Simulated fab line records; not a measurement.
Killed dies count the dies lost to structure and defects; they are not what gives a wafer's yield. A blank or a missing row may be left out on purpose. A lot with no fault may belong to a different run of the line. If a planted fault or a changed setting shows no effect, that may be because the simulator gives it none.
fab line records + flow rit-cmos + part 2 of 2: steps 33 to 44 of 44
[record]
- lots = 5
- wafers = 15
- last-day = 7
route steps=202 shown NRETRO@53 PRETRO@64 GATE@75 FOX2@80
lots that met no fault: taken from a fault-free run of the same line
start-h: hours from the record's first day to the start of the lot's first wafer shown + wait-h: hours from the lot's prior step to this one + " the same as in the row above + L1.1+2: one row covering several wafers at once + - no value present, or no start provided + * or withheld: withheld + < > ~ a bound
route shown NAME@n: NAME is a module with steps in the file, n the number in the route of the first one + usual: the fault-free wafers' mean and standard deviation + same: alike in all rows + chamber/n: place in a boat + sites: the reading at each site + _std_site: their standard deviation + _edge_site: outer sites' mean less inner sites' + radius-mm: for every site, how far away it sits from the centre of the wafer + mask NAME#n: copy n + behind: the most recent tool/chamber to have shaped the wafer + hold: what put the lot on hold/how long, in hours/how the hold closed + device: whichever transistor did not switch (one of n, p or np) + end of line: the same wafers' tests at the end of the route + a step given without rows: its recipe and nothing more + killed: dies lost to structure and defects at the first sort, not the wafer's yield + map: a wafer's dies, x killed, . not, _ none there
set.NAME: the run value of the setting; set.NAME@STEP: its run value at that earlier step + model.NAME: the simulator's own value behind a step, which no gauge read
lots at some steps of the route; a table a step, a row a wafer
services: when a tool's chamber went out of use (start-h, in hours from the record's first day, below 0 if earlier), for how many hours, and the reason
[[steps]]
[step RIT_GATE_THK_MEAS_09]
[recipe]
- reads = poly-Si_of_GATE_CVD_08
[usual]
- GATE_POLY_THK = 251.0/2.2
| lot.wafer | tool          | chamber | start-h | wait-h | GATE_POLY_THK[nm] |
|-----------|---------------|---------|---------|--------|-------------------|
| L077.1    | film-metro-02 | -       | 59.92   | 0.0    | 248.5             |
| L077.4    | "             | -       | "       | "      | 249.4             |
| L077.6    | "             | -       | "       | "      | 249.1             |
| L078.2    | film-metro-02 | -       | 61.55   | 0.0    | 249.2             |
| L078.4    | "             | -       | "       | "      | 250.6             |
| L078.5    | "             | -       | "       | "      | 249.5             |
| L080.2    | film-metro-04 | -       | 75.36   | 0.0    | 249.1             |
| L080.4    | "             | -       | "       | "      | 250.2             |
| L080.5    | "             | -       | "       | "      | 249.6             |
| L092.1    | film-metro-03 | -       | 135.31  | 0.0    | 250.0             |
| L092.3    | "             | -       | "       | "      | 248.0             |
| L092.4    | "             | -       | "       | "      | 250.4             |
| L097.1    | film-metro-03 | -       | 156.50  | 0.1    | 251.1             |
| L097.2    | "             | -       | "       | "      | 249.6             |
| L097.4    | "             | -       | "       | "      | 249.0             |
[step RIT_GATE_HMDS_10]
[recipe]
- prime-time-s = 60
- prime-temp-c = 140
[usual]
- prime-temp-c = 140.01/0.15
| lot.wafer | tool           | chamber | start-h | wait-h | prime-temp-c |
|-----------|----------------|---------|---------|--------|--------------|
| L077.1    | litho-track-03 | 0       | 60.03   | 0.1    | 139.94       |
| L077.4    | "              | 0       | "       | "      | 140.17       |
| L077.6    | "              | 0       | "       | "      | 139.97       |
| L078.2    | litho-track-02 | 0       | 61.63   | 0.1    | 139.95       |
| L078.4    | "              | 0       | "       | "      | 140.03       |
| L078.5    | "              | 0       | "       | "      | 139.98       |
| L080.2    | litho-track-02 | 0       | 75.61   | 0.2    | 139.93       |
| L080.4    | "              | 0       | "       | "      | 140.25       |
| L080.5    | "              | 0       | "       | "      | 139.98       |
| L092.1    | litho-track-02 | 0       | 135.37  | 0.1    | 140.25       |
| L092.3    | "              | 0       | "       | "      | 140.36       |
| L092.4    | "              | 0       | "       | "      | 140.09       |
| L097.1    | litho-track-02 | 0       | 156.73  | 0.2    | 139.78       |
| L097.2    | "              | 0       | "       | "      | 139.86       |
| L097.4    | "              | 0       | "       | "      | 139.63       |
[step RIT_GATE_COAT_11]
[recipe]
- resist = NOVOLAK
- spin-rpm = 4250
- resist-thk-nm = 850
| lot.wafer  | tool           | chamber | start-h | wait-h |
|------------|----------------|---------|---------|--------|
| L077.1+4+6 | litho-track-03 | 0       | 60.18   | 0.1    |
| L078.2+4+5 | litho-track-02 | 0       | 61.78   | 0.1    |
| L080.2+4+5 | litho-track-02 | 0       | 75.76   | 0.1    |
| L092.1+3+4 | litho-track-02 | 0       | 135.52  | 0.1    |
| L097.1+2+4 | litho-track-02 | 0       | 156.88  | 0.1    |
[step RIT_GATE_SOFTBAKE_12]
[recipe]
- resist = NOVOLAK
- temp-c = 90
- time-s = 60
| lot.wafer  | tool           | chamber | start-h | wait-h |
|------------|----------------|---------|---------|--------|
| L077.1+4+6 | litho-track-03 | 0       | 60.33   | 0.1    |
| L078.2+4+5 | litho-track-02 | 0       | 61.93   | 0.1    |
| L080.2+4+5 | litho-track-02 | 0       | 75.91   | 0.1    |
| L092.1+3+4 | litho-track-02 | 0       | 135.67  | 0.1    |
| L097.1+2+4 | litho-track-02 | 0       | 157.03  | 0.1    |
[step RIT_GATE_EXPOSE_13]
[recipe]
- mask-id = M6
- na = 0.6
- source-shape = conventional
- sigma-outer = 0.6
- target-cd-nm = 150
- dose-mj = 380
[usual]
- exposure-dose-mJ-cm2 = 384.5/0.39
| lot.wafer | tool             | chamber | start-h | wait-h | mask | exposure-dose-mJ-cm2 |
|-----------|------------------|---------|---------|--------|------|----------------------|
| L077.1    | iline-stepper-02 | 0       | 60.48   | 0.1    | M6#0 | 384.9                |
| L077.4    | "                | 0       | "       | "      | M6#0 | 383.9                |
| L077.6    | "                | 0       | "       | "      | M6#0 | 383.9                |
| L078.2    | iline-stepper-02 | 0       | 62.07   | 0.1    | M6#0 | 384.6                |
| L078.4    | "                | 0       | "       | "      | M6#0 | 384.9                |
| L078.5    | "                | 0       | "       | "      | M6#0 | 384.7                |
| L080.2    | iline-stepper-01 | 0       | 76.18   | 0.2    | M6#0 | 384.3                |
| L080.4    | "                | 0       | "       | "      | M6#0 | 384.5                |
| L080.5    | "                | 0       | "       | "      | M6#0 | 384.2                |
| L092.1    | iline-stepper-02 | 0       | 135.95  | 0.2    | M6#0 | 384.9                |
| L092.3    | "                | 0       | "       | "      | M6#0 | 384.2                |
| L092.4    | "                | 0       | "       | "      | M6#0 | 385.4                |
| L097.1    | iline-stepper-01 | 0       | 157.30  | 0.2    | M6#0 | 384.5                |
| L097.2    | "                | 0       | "       | "      | M6#0 | 384.4                |
| L097.4    | "                | 0       | "       | "      | M6#0 | 384.1                |
[step RIT_GATE_PEB_14]
[recipe]
- resist = NOVOLAK
- temp-c = withheld
- time-s = withheld
| lot.wafer  | tool           | chamber | start-h | wait-h |
|------------|----------------|---------|---------|--------|
| L077.1+4+6 | litho-track-04 | 0       | 60.60   | 0.1    |
| L078.2+4+5 | litho-track-02 | 0       | 62.19   | 0.1    |
| L080.2+4+5 | litho-track-02 | 0       | 76.31   | 0.1    |
| L092.1+3+4 | litho-track-03 | 0       | 136.12  | 0.2    |
| L097.1+2+4 | litho-track-03 | 0       | 157.42  | 0.1    |
[step RIT_GATE_DEVELOP_15]
[recipe]
- resist = NOVOLAK
- develop-time-s = 50
- dev-temp-c = 23.99
| lot.wafer  | tool           | chamber | start-h | wait-h |
|------------|----------------|---------|---------|--------|
| L077.1+4+6 | litho-track-04 | 0       | -       | -      |
| L078.2+4+5 | litho-track-02 | 0       | -       | -      |
| L080.2+4+5 | litho-track-02 | 0       | -       | -      |
| L092.1+3+4 | litho-track-03 | 0       | -       | -      |
| L097.1+2+4 | litho-track-03 | 0       | -       | -      |
[step RIT_GATE_CD_MEAS_16]
[recipe]
- target-cd-nm = 150
[usual]
- cd-nm = 150.1/2.2
| lot.wafer | tool      | chamber | start-h | wait-h | cd-nm |
|-----------|-----------|---------|---------|--------|-------|
| L077.1    | cd-sem-01 | -       | 60.88   | -      | 148.8 |
| L077.4    | "         | -       | "       | "      | 150.1 |
| L077.6    | "         | -       | "       | "      | 152.2 |
| L078.2    | cd-sem-02 | -       | 62.47   | -      | 147.6 |
| L078.4    | "         | -       | "       | "      | 147.9 |
| L078.5    | "         | -       | "       | "      | 146.7 |
| L080.2    | cd-sem-01 | -       | 76.58   | -      | 149.1 |
| L080.4    | "         | -       | "       | "      | 151.3 |
| L080.5    | "         | -       | "       | "      | 148.6 |
| L092.1    | cd-sem-02 | -       | 136.41  | -      | 147.7 |
| L092.3    | "         | -       | "       | "      | 151.6 |
| L092.4    | "         | -       | "       | "      | 150.7 |
| L097.1    | cd-sem-02 | -       | 157.70  | -      | 149.8 |
| L097.2    | "         | -       | "       | "      | 149.4 |
| L097.4    | "         | -       | "       | "      | 150.7 |
[step RIT_GATE_OVL_MEAS_17]
[usual]
- GATE_OVL = -0.3/1.2
| lot.wafer | tool       | chamber | start-h | wait-h | GATE_OVL[nm] |
|-----------|------------|---------|---------|--------|--------------|
| L077.1    | overlay-01 | -       | 61.00   | 0.1    | 0.5          |
| L077.4    | "          | -       | "       | "      | -0.7         |
| L077.6    | "          | -       | "       | "      | -1.6         |
| L078.2    | overlay-02 | -       | 62.58   | 0.1    | 1.0          |
| L078.4    | "          | -       | "       | "      | 1.3          |
| L078.5    | "          | -       | "       | "      | 0.4          |
| L080.2    | overlay-02 | -       | 76.69   | 0.1    | 1.4          |
| L080.4    | "          | -       | "       | "      | 0.3          |
| L080.5    | "          | -       | "       | "      | -0.2         |
| L092.1    | overlay-01 | -       | 136.53  | 0.1    | 0.3          |
| L092.3    | "          | -       | "       | "      | -0.7         |
| L092.4    | "          | -       | "       | "      | 0.0          |
| L097.1    | overlay-01 | -       | 157.82  | 0.1    | 0.2          |
| L097.2    | "          | -       | "       | "      | 0.5          |
| L097.4    | "          | -       | "       | "      | -0.5         |
[step RIT_GATE_HARDBAKE_18]
[recipe]
- resist = NOVOLAK
- temp-c = 140
- time-s = 60
| lot.wafer  | tool           | chamber | start-h | wait-h |
|------------|----------------|---------|---------|--------|
| L077.1+4+6 | litho-track-04 | 0       | 61.04   | 0.0    |
| L078.2+4+5 | litho-track-04 | 0       | 62.63   | 0.0    |
| L080.2+4+5 | litho-track-04 | 0       | 76.75   | 0.0    |
| L092.1+3+4 | litho-track-02 | 0       | 136.56  | 0.0    |
| L097.1+2+4 | litho-track-04 | 0       | 157.86  | 0.0    |
[step RIT_GATE_ETCH_19]
[recipe]
- chemistry = SF6/CHF3/O2
- time-s = 165
- SF6_flow_sccm = 30
- CHF3_flow_sccm = 30
- O2_flow_sccm = 5
- target = poly-Si
- pressure-mtorr = 40
- rf-w = 160
- target-depth-a = 3125
- over-etch-frac = 0.25
- stop-on = SiO2
[usual]
- drypump-motor-current-A = 5.8/0.45
- oes-product-au = 0.844/0.013
- throttle-valve-pct = 10.31/0.15
[same]
- over-etch-frac = 0.25
| lot.wafer | tool      | chamber | start-h | wait-h | drypump-motor-current-A | oes-product-au | rf-hours-counter-h | throttle-valve-pct |
|-----------|-----------|---------|---------|--------|-------------------------|----------------|--------------------|--------------------|
| L077.1    | rie-si-02 | 1       | 61.19   | 0.1    | 6.3                     | 0.827          | 41                 | 10.36              |
| L077.4    | "         | 2       | "       | "      | 6.0                     | 0.843          | 0                  | 10.45              |
| L077.6    | "         | 2       | "       | "      | 6.0                     | 0.831          | -                  | 10.45              |
| L078.2    | rie-si-01 | 1       | 62.76   | 0.1    | 5.5                     | 0.829          | 150                | 10.04              |
| L078.4    | "         | 2       | "       | "      | 6.1                     | 0.843          | 92                 | 10.22              |
| L078.5    | "         | 0       | "       | "      | 4.9                     | 0.839          | -                  | 10.24              |
| L080.2    | rie-si-02 | 3       | 76.87   | 0.1    | 6.2                     | 0.829          | 125                | 10.56              |
| L080.4    | "         | 2       | "       | "      | 6.0                     | 0.837          | -                  | 10.47              |
| L080.5    | "         | 3       | "       | "      | 6.2                     | 0.820          | -                  | 10.58              |
| L092.1    | rie-si-01 | 3       | 136.71  | 0.1    | 6.0                     | 0.864          | 6                  | 10.36              |
| L092.3    | "         | 0       | "       | "      | 4.9                     | 0.841          | 78                 | 10.22              |
| L092.4    | "         | 1       | "       | "      | 5.5                     | 0.844          | 0                  | 10.01              |
| L097.1    | rie-si-01 | 0       | 158.01  | 0.1    | 4.9                     | 0.846          | 78                 | 10.24              |
| L097.2    | "         | 1       | "       | "      | 5.5                     | 0.852          | 0                  | 10.02              |
| L097.4    | "         | 3       | "       | "      | 5.9                     | 0.865          | 7                  | 10.36              |
[step RIT_GATE_STRIP_20]
[recipe]
- chemistry = O2
- time-s = 180
- resist = NOVOLAK
- platen-temp-c = withheld
- power-w = 500
- pressure-mtorr = 4000
- o2-flow-sccm = 4000
[usual]
- drypump-motor-current-A = 6.0/0.35
| lot.wafer | tool            | chamber | start-h | wait-h | drypump-motor-current-A | rf-hours-counter-h |
|-----------|-----------------|---------|---------|--------|-------------------------|--------------------|
| L077.1    | plasma-asher-04 | 0       | 61.30   | 0.1    | 5.8                     | 27                 |
| L077.4    | "               | 0       | "       | "      | 5.8                     | -                  |
| L077.6    | "               | 1       | "       | "      | 5.4                     | -                  |
| L078.2    | plasma-asher-04 | 1       | 62.87   | 0.1    | 5.4                     | 27                 |
| L078.4    | "               | 1       | "       | "      | 5.4                     | -                  |
| L078.5    | "               | 0       | "       | "      | 5.8                     | -                  |
| L080.2    | plasma-asher-04 | 1       | 76.98   | 0.1    | 5.4                     | 29                 |
| L080.4    | "               | 1       | "       | "      | 5.4                     | -                  |
| L080.5    | "               | 1       | "       | "      | 5.4                     | -                  |
| L092.1    | plasma-asher-02 | 0       | 136.82  | 0.1    | 6.3                     | 3                  |
| L092.3    | "               | 0       | "       | "      | 6.3                     | -                  |
| L092.4    | "               | 1       | "       | "      | 6.3                     | -                  |
| L097.1    | plasma-asher-02 | 0       | 158.12  | 0.1    | 6.3                     | 6                  |
| L097.2    | "               | 1       | "       | "      | 6.2                     | 6                  |
| L097.4    | "               | 0       | "       | "      | 6.3                     | -                  |
[[services]]
| tool             | chamber | start-h | hours | kind       |
|------------------|---------|---------|-------|------------|
| implanter-01     | -       | 24.77   | 3.8   | repair     |
| plasma-asher-01  | -       | 37.51   | 3.4   | repair     |
| implanter-03     | -       | 41.81   | 1.9   | repair     |
| iline-stepper-02 | -       | 43.42   | 1.7   | pm         |
| implanter-03     | -       | 48.56   | 4.6   | repair     |
| plasma-asher-01  | -       | 48.61   | 8.9   | repair     |
| plasma-asher-01  | -       | 74.01   | 19.3  | repair     |
| implanter-02     | -       | 77.75   | 1.7   | repair     |
| rie-si-01        | 3       | 80.10   | 4.3   | repair     |
| rie-si-01        | 1       | 106.31  | -     | clean      |
| plasma-asher-02  | -       | 108.75  | 9.0   | pm         |
| plasma-asher-02  | 0       | 108.75  | 9.0   | vent-cycle |
| plasma-asher-02  | 1       | 108.75  | 9.0   | vent-cycle |
| plasma-asher-02  | 0       | 117.75  | -     | clean      |
| plasma-asher-02  | 1       | 117.75  | -     | clean      |
| implanter-01     | -       | 118.44  | 0.8   | repair     |
| plasma-asher-03  | -       | 128.34  | 14.6  | pm         |
| rie-si-02        | -       | 134.77  | 2.8   | pm         |
| furnace-04       | -       | 136.38  | 3.2   | pm         |
| wet-bench-01     | -       | 138.84  | 3.0   | repair     |
| implanter-01     | -       | 140.09  | 1.4   | repair     |
| plasma-asher-04  | -       | 154.19  | 2.9   | repair     |
| implanter-03     | -       | 154.52  | 8.1   | repair     |
| rie-si-02        | -       | 154.96  | 14.6  | pm         |
